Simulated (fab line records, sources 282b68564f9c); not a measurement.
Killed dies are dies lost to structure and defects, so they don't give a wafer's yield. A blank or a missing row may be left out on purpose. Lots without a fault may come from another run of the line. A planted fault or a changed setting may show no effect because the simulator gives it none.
One fault seen from 2 desks | flow rit_cmos | each desk has only its own numbers; what lay behind them comes last

THE METROLOGY DESK
What the gauges read, lot by lot, whatever tool the lot ran on: means of the sampled wafers that have a number. A lot is out of limits, marked OUT, if its mean lies more than 4 standard deviations from the usual mean; the brackets give that distance.
Columns: A = FOX2_OXIDE_THK at RIT_FOX2_THK_MEAS_01, usual 352 nm; B = FIELD_OXIDE_LEFT_1_THK at RIT_FOX2_THK_MEAS_90, usual 325 nm; C = FIELD_OXIDE_LEFT_2_THK at RIT_FOX2_THK_MEAS_91, usual 257 nm
lot  | first seen here | A   | B   | C
L797 | day 1 18:29     | 349 | 322 | 253
L798 | day 2 01:25     | 360 | 333 | 265
L799 | day 2 06:53     | 355 | 328 | 259
L800 | day 2 11:13     | 355 | 328 | 260
L807 | day 3 22:13     | 371 | 343 | 275
L809 | day 4 08:35     | 371 | 344 | 275
L810 | day 4 13:34     | 355 | 328 | 259
L811 | day 4 17:26     | 345 | 319 | 251
L812 | day 4 23:07     | 347 | 320 | 251
L813 | day 5 03:41     | 352 | 325 | 256
L814 | day 5 10:19     | 350 | 322 | 255
L815 | day 5 15:05     | 361 | 333 | 265
L817 | day 6 00:59     | 354 | 326 | 258
L820 | day 6 14:05     | 352 | 325 | 257
This desk's finding: nothing out of limits on any of the 14 lots.

THE TOOL OWNER'S DESK: furnace-04
The tool's own readings at RIT_FOX2_OXIDATION_00 (target thk 350.7 nm, ox time 1130 s): means of the sampled wafers that have a number, for each lot that ran on this tool. A lot is out of limits, marked OUT, if its mean lies more than 4 standard deviations from the usual mean; the brackets give that distance.
Columns: A = spike_tc_centre_C at RIT_FOX2_OXIDATION_00, usual 1103.5 C; B = spike_tc_load_C at RIT_FOX2_OXIDATION_00, usual 1127.6 C; C = spike_tc_source_C at RIT_FOX2_OXIDATION_00, usual 1124.6 C; D = zone_power_centre_pct at RIT_FOX2_OXIDATION_00, usual 56 %
lot  | first seen here | A                 | B                 | C      | D
L807 | day 3 20:53     | 1113.3 (+9.8) OUT | 1136.3 (+5.8) OUT | 1132.8 | 56
L809 | day 4 07:15     | 1114.3 (+11) OUT  | 1136.5 (+5.9) OUT | 1132.7 | 55
This desk's finding: out of limits on L807, L809; first on L807, day 3 20:53 (spike_tc_centre_C at RIT_FOX2_OXIDATION_00). In limits: none.

PUT TOGETHER
The tool owner's desk could have raised an alarm at day 3 20:53, on L807, L809.
The metrology desk saw nothing out of limits.
The metrology desk has L807, L809 on record, within its limits.
Of the lots named, all ran RIT_FOX2_OXIDATION_00 on furnace-04.

WHAT THE SIMULATOR HAD PUT IN
Process parameter drift: furnace-04, from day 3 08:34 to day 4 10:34, at RIT_FOX2_OXIDATION_00. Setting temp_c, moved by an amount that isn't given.
Lots struck among those shown: L807, L809.
Hours from the fault's start to each desk's first reading out of limits: the tool owner's desk, 12.
